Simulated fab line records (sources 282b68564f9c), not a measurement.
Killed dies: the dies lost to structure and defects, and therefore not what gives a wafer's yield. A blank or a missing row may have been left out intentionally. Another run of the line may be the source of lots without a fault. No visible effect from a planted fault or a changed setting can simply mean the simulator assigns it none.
Check of tool commonality :: flow rit cmos :: 15 lots and 45 wafers in the sample

WHY THIS WAS OPENED
3 of 15 lots carry a flag on the reading ACTIVE_NITRIDE_THK at RIT_ACTIVE_THK_MEAS_04. Fault-free wafers read 149.5 nm, with a standard deviation of 1.4.
Rule: a lot gets a flag if all its wafers with a number sit over 4 standard deviations from that mean, or if no wafer of it has a number. As for the other lots, they are considered sound.

lot: L754
measured: day 1 14:15
on: film metro-01
ACTIVE_NITRIDE_THK (nm), wafer by wafer: 151.0 150.1 150.2
flag: 

lot: L756
measured: day 2 00:16
on: film metro-03
ACTIVE_NITRIDE_THK (nm), wafer by wafer: 148.3 147.4 148.7
flag: 

lot: L758
measured: day 2 09:32
on: film metro-02
ACTIVE_NITRIDE_THK (nm), wafer by wafer: 149.6 148.5 148.6
flag: 

lot: L759
measured: day 2 14:32
on: film metro-02
ACTIVE_NITRIDE_THK (nm), wafer by wafer: 149.2 149.1 150.0
flag: 

lot: L761
measured: day 3 00:51
on: film metro-03
ACTIVE_NITRIDE_THK (nm), wafer by wafer: 150.3 149.7 149.8
flag: 

lot: L762
measured: day 3 05:32
on: film metro-01
ACTIVE_NITRIDE_THK (nm), wafer by wafer: 149.6 149.9 150.1
flag: 

lot: L763
measured: day 3 10:32
on: film metro-02
ACTIVE_NITRIDE_THK (nm), wafer by wafer: 148.1 149.5 149.4
flag: 

lot: L764
measured: day 3 15:32
on: film metro-01
ACTIVE_NITRIDE_THK (nm), wafer by wafer: 150.1 150.4 150.0
flag: 

lot: L765
measured: day 3 20:32
on: film metro-03
ACTIVE_NITRIDE_THK (nm), wafer by wafer: 149.4 150.3 149.1
flag: 

lot: L766
measured: day 4 02:04
on: film metro-01
ACTIVE_NITRIDE_THK (nm), wafer by wafer: 213.7 213.8 213.6
flag: FLAGGED

lot: L767
measured: day 4 06:56
on: film metro-03
ACTIVE_NITRIDE_THK (nm), wafer by wafer: 215.8 215.9 216.3
flag: FLAGGED

lot: L769
measured: day 4 16:32
on: film metro-01
ACTIVE_NITRIDE_THK (nm), wafer by wafer: 214.8 214.5 214.7
flag: FLAGGED

lot: L774
measured: day 5 19:19
on: film metro-01
ACTIVE_NITRIDE_THK (nm), wafer by wafer: 152.6 152.5 152.2
flag: 

lot: L776
measured: day 6 04:14
on: film metro-01
ACTIVE_NITRIDE_THK (nm), wafer by wafer: 150.8 150.1 150.5
flag: 

lot: L777
measured: day 6 09:44
on: film metro-02
ACTIVE_NITRIDE_THK (nm), wafer by wafer: 149.5 150.4 149.8
flag: 
The mean of the flagged lots' numbers is 214.8 nm, +65.3 nm from the usual (+47 standard deviations).

WHICH TOOL RAN EACH LOT
The record keeps 1 process step preceding the reading, out of 202 steps on the route. Cell contents, in order: the tool; ch with the chambers the sampled wafers went through; the start.
lot: L754
flag: 
RIT_ACTIVE_CVD_03: lpcvd-02 ch 1, day 1 12:07

lot: L756
flag: 
RIT_ACTIVE_CVD_03: lpcvd-02 ch 1, day 1 22:07

lot: L758
flag: 
RIT_ACTIVE_CVD_03: lpcvd-01 ch 0, day 2 08:07

lot: L759
flag: 
RIT_ACTIVE_CVD_03: lpcvd-02 ch 1, day 2 13:07

lot: L761
flag: 
RIT_ACTIVE_CVD_03: lpcvd-02 ch 1, day 2 23:26

lot: L762
flag: 
RIT_ACTIVE_CVD_03: lpcvd-01 ch 1, day 3 04:07

lot: L763
flag: 
RIT_ACTIVE_CVD_03: lpcvd-02 ch 0, day 3 09:07

lot: L764
flag: 
RIT_ACTIVE_CVD_03: lpcvd-01 ch 0, day 3 14:07

lot: L765
flag: 
RIT_ACTIVE_CVD_03: lpcvd-01 ch 0, day 3 19:07

lot: L766
flag: FLAGGED
RIT_ACTIVE_CVD_03: lpcvd-01 ch 0, day 4 00:38

lot: L767
flag: FLAGGED
RIT_ACTIVE_CVD_03: lpcvd-01 ch 0, day 4 05:31

lot: L769
flag: FLAGGED
RIT_ACTIVE_CVD_03: lpcvd-01 ch 0, day 4 15:07

lot: L774
flag: 
RIT_ACTIVE_CVD_03: lpcvd-02 ch 1, day 5 16:07

lot: L776
flag: 
RIT_ACTIVE_CVD_03: lpcvd-02 ch 1, day 6 02:07

lot: L777
flag: 
RIT_ACTIVE_CVD_03: lpcvd-02 ch 0, day 6 07:37
What the steps here do:
- RIT_ACTIVE_CVD_03: deposits Si3N4 from SiH2Cl2/NH3, target thk 150 nm, time 1500 s.
- RIT_ACTIVE_THK_MEAS_04

FLAGGED OVER TOTAL, TOOL BY TOOL (the gauges that took the reading come last)
step: RIT_ACTIVE_CVD_03
tool: lpcvd-01
lots run: 7
flagged: 3
share of the flagged lots: all
sound lots run after its first flagged lot: 0

step: RIT_ACTIVE_CVD_03
tool: lpcvd-02
lots run: 8
flagged: 0
share of the flagged lots: none
sound lots run after its first flagged lot: -

step: RIT_ACTIVE_THK_MEAS_04
tool: film metro-01
lots run: 7
flagged: 2
share of the flagged lots: some
sound lots run after its first flagged lot: 2 (L774,L776)

step: RIT_ACTIVE_THK_MEAS_04
tool: film metro-02
lots run: 4
flagged: 0
share of the flagged lots: none
sound lots run after its first flagged lot: -

step: RIT_ACTIVE_THK_MEAS_04
tool: film metro-03
lots run: 4
flagged: 1
share of the flagged lots: some
sound lots run after its first flagged lot: 0

WHAT THE TABLE ALLOWS
1 row of the table ran every flagged lot: lpcvd-01 at RIT_ACTIVE_CVD_03.
- lpcvd-01 at RIT_ACTIVE_CVD_03: 3 of its 7 lots flagged. A fault beginning between L765 (day 3 19:07), its last sound lot, and L766 (day 4 00:38), its first flagged one, fits the data.
One tool is left: lpcvd-01 at RIT_ACTIVE_CVD_03.

WHAT HAD BEEN PUT IN BY THE SIMULATOR
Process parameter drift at RIT_ACTIVE_CVD_03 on lpcvd-01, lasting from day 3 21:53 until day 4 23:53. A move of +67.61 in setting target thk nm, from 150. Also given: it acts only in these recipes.
Struck lots among those shown: L766, L767, L769. The rule above reached the same finding.
